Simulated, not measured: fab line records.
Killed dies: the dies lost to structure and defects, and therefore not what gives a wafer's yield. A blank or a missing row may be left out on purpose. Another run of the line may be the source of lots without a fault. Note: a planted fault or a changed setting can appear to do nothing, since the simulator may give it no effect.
Split-lot experiment :: flow berkeley cmos170 :: on a route of 331 steps: 5 lots, 23 wafers read

== SPLIT DETAILS ==
At UCB170_SACOX_OXIDATION_01 (target thk 14.4 nm, ox time 2400 s), the setting temp c was moved away from the recipe's 900 C on 15 of the 23 wafers read, by -2.5% to +1.4%. The other wafers ran this setting at the recipe's value.

There is no step in the file separating the split from the reading.

== THE READING ==
SACOX_OXIDE_THK in nanometres, read at UCB170_SACOX_THK_MEAS_02. Typical for fault-free wafers on this fab line: 14.35 nm, with standard deviation 0.27 nm.

wafer: L078.1
tool, chamber at the split: furnace-04, 0
temp c as run, C: 900
against the recipe: recipe
SACOX_OXIDE_THK, nm: 14.19
against lot-mates on the recipe: -

wafer: L078.4
tool, chamber at the split: furnace-04, 0
temp c as run, C: 900
against the recipe: recipe
SACOX_OXIDE_THK, nm: 14.49
against lot-mates on the recipe: -

wafer: L078.5
tool, chamber at the split: furnace-04, 0
temp c as run, C: 900
against the recipe: recipe
SACOX_OXIDE_THK, nm: 14.49
against lot-mates on the recipe: -

wafer: L079.1
tool, chamber at the split: -, -
temp c as run, C: 877.6
against the recipe: -2.5%
SACOX_OXIDE_THK, nm: 11.21
against lot-mates on the recipe: no lot-mate on the recipe

wafer: L079.2
tool, chamber at the split: -, -
temp c as run, C: 877.6
against the recipe: -2.5%
SACOX_OXIDE_THK, nm: 10.92
against lot-mates on the recipe: no lot-mate on the recipe

wafer: L079.4
tool, chamber at the split: -, -
temp c as run, C: 877.6
against the recipe: -2.5%
SACOX_OXIDE_THK, nm: 11.31
against lot-mates on the recipe: no lot-mate on the recipe

wafer: L079.5
tool, chamber at the split: -, -
temp c as run, C: 877.6
against the recipe: -2.5%
SACOX_OXIDE_THK, nm: 11.22
against lot-mates on the recipe: no lot-mate on the recipe

wafer: L079.6
tool, chamber at the split: -, -
temp c as run, C: 877.6
against the recipe: -2.5%
SACOX_OXIDE_THK, nm: 11.23
against lot-mates on the recipe: no lot-mate on the recipe

wafer: L080.1
tool, chamber at the split: -, -
temp c as run, C: 912.6
against the recipe: +1.4%
SACOX_OXIDE_THK, nm: 16.19
against lot-mates on the recipe: no lot-mate on the recipe

wafer: L080.3
tool, chamber at the split: -, -
temp c as run, C: 912.6
against the recipe: +1.4%
SACOX_OXIDE_THK, nm: 16.48
against lot-mates on the recipe: no lot-mate on the recipe

wafer: L080.4
tool, chamber at the split: -, -
temp c as run, C: 912.6
against the recipe: +1.4%
SACOX_OXIDE_THK, nm: 16.47
against lot-mates on the recipe: no lot-mate on the recipe

wafer: L080.5
tool, chamber at the split: -, -
temp c as run, C: 912.6
against the recipe: +1.4%
SACOX_OXIDE_THK, nm: 16.11
against lot-mates on the recipe: no lot-mate on the recipe

wafer: L080.6
tool, chamber at the split: -, -
temp c as run, C: 912.6
against the recipe: +1.4%
SACOX_OXIDE_THK, nm: 16.14
against lot-mates on the recipe: no lot-mate on the recipe

wafer: L081.1
tool, chamber at the split: -, -
temp c as run, C: 900
against the recipe: recipe
SACOX_OXIDE_THK, nm: 14.11
against lot-mates on the recipe: -

wafer: L081.2
tool, chamber at the split: -, -
temp c as run, C: 900
against the recipe: recipe
SACOX_OXIDE_THK, nm: 14.22
against lot-mates on the recipe: -

wafer: L081.3
tool, chamber at the split: -, -
temp c as run, C: 900
against the recipe: recipe
SACOX_OXIDE_THK, nm: 14.09
against lot-mates on the recipe: -

wafer: L081.5
tool, chamber at the split: -, -
temp c as run, C: 900
against the recipe: recipe
SACOX_OXIDE_THK, nm: 13.96
against lot-mates on the recipe: -

wafer: L081.6
tool, chamber at the split: -, -
temp c as run, C: 900
against the recipe: recipe
SACOX_OXIDE_THK, nm: 14.17
against lot-mates on the recipe: -

wafer: L084.1
tool, chamber at the split: -, -
temp c as run, C: 911.9
against the recipe: +1.3%
SACOX_OXIDE_THK, nm: 16.03
against lot-mates on the recipe: no lot-mate on the recipe

wafer: L084.2
tool, chamber at the split: -, -
temp c as run, C: 911.9
against the recipe: +1.3%
SACOX_OXIDE_THK, nm: 15.94
against lot-mates on the recipe: no lot-mate on the recipe

wafer: L084.3
tool, chamber at the split: -, -
temp c as run, C: 911.9
against the recipe: +1.3%
SACOX_OXIDE_THK, nm: 16.42
against lot-mates on the recipe: no lot-mate on the recipe

wafer: L084.5
tool, chamber at the split: -, -
temp c as run, C: 911.9
against the recipe: +1.3%
SACOX_OXIDE_THK, nm: 15.95
against lot-mates on the recipe: no lot-mate on the recipe

wafer: L084.6
tool, chamber at the split: -, -
temp c as run, C: 911.9
against the recipe: +1.3%
SACOX_OXIDE_THK, nm: 16.34
against lot-mates on the recipe: no lot-mate on the recipe

FIT RESULTS
A straight line over all 23 wafers: SACOX_OXIDE_THK changes by +1.31 nm for each +1% of temp c; r = +0.99; the points scatter about the line by 0.21 nm.
Too few moved wafers with a lot-mate on the recipe to fit a line net of each lot's own level.

== THE WHOLE CHAIN: every reading that the file lists as answering this split, in the file's order ==
step: UCB170_SACOX_OXIDATION_01
what it does: target thk 14.4 nm, ox time 2400 s
reading: SiO2_of_SACOX_OXIDATION_01.thk nm (the simulator's own value, which no gauge read)
change (the file's fit): +1.31 nm for each +1% of the setting
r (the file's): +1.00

step: UCB170_SACOX_THK_MEAS_02
what it does: 
reading: SACOX_OXIDE_THK
change (the file's fit): +1.31 for each +1% of the setting
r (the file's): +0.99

== THE FILE'S OWN FIT ==
SACOX_OXIDE_THK changes by +1.31 nm for each +1% of temp c, r = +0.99.
